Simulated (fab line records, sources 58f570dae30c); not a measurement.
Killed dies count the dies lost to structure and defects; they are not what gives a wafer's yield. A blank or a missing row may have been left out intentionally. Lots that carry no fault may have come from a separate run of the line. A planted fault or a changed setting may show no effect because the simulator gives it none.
Problem report in the 8D (eight disciplines) form, filled by code || flow berkeleyCmos170 || the parts of the form that need people (team, actions taken, sign-off) are left out

1. THE ISSUE
Mean of primeTempC at UCB170_M2_HMDS_04: 101.28 C across 6 wafers in 2 lots; on wafers with no fault it is 99.99 C (standard deviation 0.12). That puts it +11 standard deviations away from the usual mean.
The step: prime time 60 s.
Seen first at day 12 00:33 on lithoTrack-01, wafer L638.1. The record has a number at this step for 42 wafers belonging to 14 lots. By rule, "out" or "out of limits" means more than 4 standard deviations away from the usual mean. Any other wafer with a number is counted as sound.

2. WHAT IT IS; WHAT IT IS NOT
{"question": "which readings at this step", "is": "primeTempC", "is not": "resistLineTempC"}
{"question": "which lots", "is": "L638, L639", "is not": "L616, L620, L621, L622, L623, L624, L625, L627, L630, L631, L634, L635"}
{"question": "which wafers of those lots", "is": "all that have a number", "is not": "-"}
{"question": "read on which tools", "is": "lithoTrack-01", "is not": "lithoTrack-02, lithoTrack-04"}
{"question": "when", "is": "from day 12 00:33", "is not": "up to then (36 sound wafers)"}

3. SUSPECTS, AND WHAT RULES EACH OUT
Counting: a tool at a process step up to the reading stays a suspect if it ran every lot that is out and no sound lot after the first of them.
- rieDiel-04 at UCB170_M1_ETCH_11 (etches BARC in N2/H2): kept. It ran every lot that is out, first L638 (day 11 17:50), and no sound lot after that; its last sound lot up to then is L635 (day 11 00:57).
- lithoTrack-01 at UCB170_M2_HMDS_04 (prime time 60 s): kept. It ran every lot that is out, first L638 (day 12 00:33), and no sound lot after that; its last sound lot up to then is L634 (day 11 08:28). On those wafers its own readings are out: primeTempC.
Remaining after the count are rieDiel-04 at UCB170_M1_ETCH_11 and lithoTrack-01 at UCB170_M2_HMDS_04.

4. THE CAUSE (what the simulator had put in)
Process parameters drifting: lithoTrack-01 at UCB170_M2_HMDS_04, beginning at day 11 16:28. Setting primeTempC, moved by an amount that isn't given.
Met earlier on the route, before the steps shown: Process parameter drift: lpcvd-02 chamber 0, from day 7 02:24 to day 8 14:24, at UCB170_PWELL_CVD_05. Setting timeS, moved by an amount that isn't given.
Of the 2 suspects that counting leaves, this tool is one.

5. THE EFFECT CHAIN, in route order
One row per reading whose mean, taken over the struck wafers that have a number, lies over 3 standard deviations from the usual. Readings are gone through only where the record gives a usual standard deviation; hours: the median, over the lots, of the time from a lot's start at the first step in this table giving one to that lot's start at this step; sigmas: the change measured in usual standard deviations.
{"hours": 0, "step": "UCB170_M2_HMDS_04", "reading": "primeTempC", "usual": "99.99 C", "on struck wafers": 101.28, "change": "+1.29", "sigmas": "+11"}
The process steps in it:
- UCB170_M2_HMDS_04: prime time 60 s.
Later steps that measure or inspect, where all struck wafers having a row at the step show a number for every such reading and not one has moved that far: UCB170_M2_CD_MEAS_15.

6. HOW IT WOULD HAVE BEEN CAUGHT EARLIER
In this record no reading fell out of limits until day 12 00:33, 8 hours after the fault had begun at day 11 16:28.
